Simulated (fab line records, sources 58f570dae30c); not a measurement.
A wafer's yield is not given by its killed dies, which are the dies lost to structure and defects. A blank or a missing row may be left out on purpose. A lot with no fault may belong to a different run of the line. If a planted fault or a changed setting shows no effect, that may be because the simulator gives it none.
Problem report, 8D (eight disciplines) form, completed by code + flow berkeleyCmos170 + the parts of the form that need people (team, actions taken, sign-off) are left out

## 1. PROBLEM STATEMENT
GATE_POLY_THK at UCB170_GATE_THK_MEAS_05 reads a mean of 162.2 nm on 9 wafers of 3 lots; wafers without a fault read 215.4 nm with a standard deviation of 1.8. Measured from the usual mean, that is -30 standard deviations.
First seen on wafer L539.1, day 7 07:35, on filmMetro-01. At this step, 45 wafers from 15 lots have a number in the record. By rule, "out" or "out of limits" means more than 4 standard deviations away from the usual mean. The rest of the wafers with a number are treated as sound.

## 2. WHAT IT IS, AND WHAT IT ISN'T
| question                    | is                                       | is not                                                                                                                    |
|-----------------------------|------------------------------------------|---------------------------------------------------------------------------------------------------------------------------|
| which readings at this step | GATE_POLY_THK                            | -                                                                                                                         |
| which lots                  | L537, L538, L539                         | L535, L536, L548, L549, L550, L551, L552, L554, L555, L556, L557, L558                                                    |
| which wafers of those lots  | all that have a number                   | -                                                                                                                         |
| read on which gauges        | filmMetro-01, filmMetro-02, filmMetro-04 | -                                                                                                                         |
| when                        | from day 7 07:35                         | up to then (6 sound wafers); but 30 sound wafers of L548, L549, L550, L551, L552, L554, L555, L556, L557, L558 came after |

## 3. WHAT RULES OUT EACH SUSPECT
Counting: a tool stays on the suspect list if, at a process step up to the reading, it processed all lots that are out and no sound lot following the first of them.
- ruled out: the gauge at UCB170_GATE_THK_MEAS_05. The wafers that are out were read on 3 gauges (filmMetro-01, filmMetro-02, filmMetro-04).
- lpcvd-02 at UCB170_GATE_CVD_04 (deposits poly-Si from SiH4, time 1440 s, target thk 214 nm): ruled out as a lasting fault. Following L537 (day 7 06:11), the first lot on it that is out, the sound lots L551, L554, L552, L555, L556, L557, L558 were run on it.
Left after counting: nothing in the record.

## 4. THE CAUSE (what the simulator had put in)
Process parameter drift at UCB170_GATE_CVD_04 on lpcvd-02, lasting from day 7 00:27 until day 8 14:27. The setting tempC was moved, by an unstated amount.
Counting ruled it out, wrongly: the rule takes a fault to strike every lot that its tool runs from its start on, and this one did not.

## 5. THE EFFECT CHAIN, in route order
Each row: a reading where the mean over the struck wafers with a number is more than 3 standard deviations away from the usual. Readings are gone through only where the record gives a usual standard deviation; hours: the median, over the lots, of the time from a lot's start at the first step in this table giving one to that lot's start at this step; sigmas: the change measured in usual standard deviations.
| hours | step                    | reading        | usual      | on struck wafers | change | sigmas |
|-------|-------------------------|----------------|------------|------------------|--------|--------|
| 0     | UCB170_GATE_CVD_04      | spikeTcCentreC | 612.9 C    | 602.2            | -10.7  | -7.1   |
| 0     | UCB170_GATE_CVD_04      | spikeTcLoadC   | 632.4 C    | 622.1            | -10.3  | -4.7   |
| 0     | UCB170_GATE_CVD_04      | spikeTcSourceC | 629.2 C    | 616.0            | -13.2  | -10    |
| 0     | UCB170_GATE_CVD_04      | susceptorTempC | 609.93 C   | 597.90           | -12.03 | -45    |
| 1     | UCB170_GATE_THK_MEAS_05 | GATE_POLY_THK  | 215.4 nm   | 162.2            | -53.2  | -30    |
| 6     | UCB170_GATE_ETCH_15     | oesProductAu   | 0.839 a.u. | 0.702            | -0.137 | -12    |
Here are the process steps it includes:
- UCB170_GATE_CVD_04: deposits poly-Si from SiH4, time 1440 s, target thk 214 nm.
- UCB170_GATE_ETCH_15: etches poly-Si in HBr/Cl2, stops on SiO2, time 56.3 s, target depth 278.2 nm.
At these later measuring or inspecting steps, every struck wafer for which the step has a row has a number for every such reading, and none has moved that far: UCB170_PSD_OVL_MEAS_07, UCB170_V2_OVL_MEAS_13.

## 6. HOW IT WOULD HAVE BEEN CAUGHT EARLIER
Counted from the fault's start at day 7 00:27, it took 7 hours until the first out-of-limits reading at a measuring or inspecting step in this record, taken at day 7 07:35.
Tool's own readings at UCB170_GATE_CVD_04, spikeTcCentreC, spikeTcSourceC, susceptorTempC: out on all struck wafers the step has rows for; an alarm limit on them would have tripped on the first.
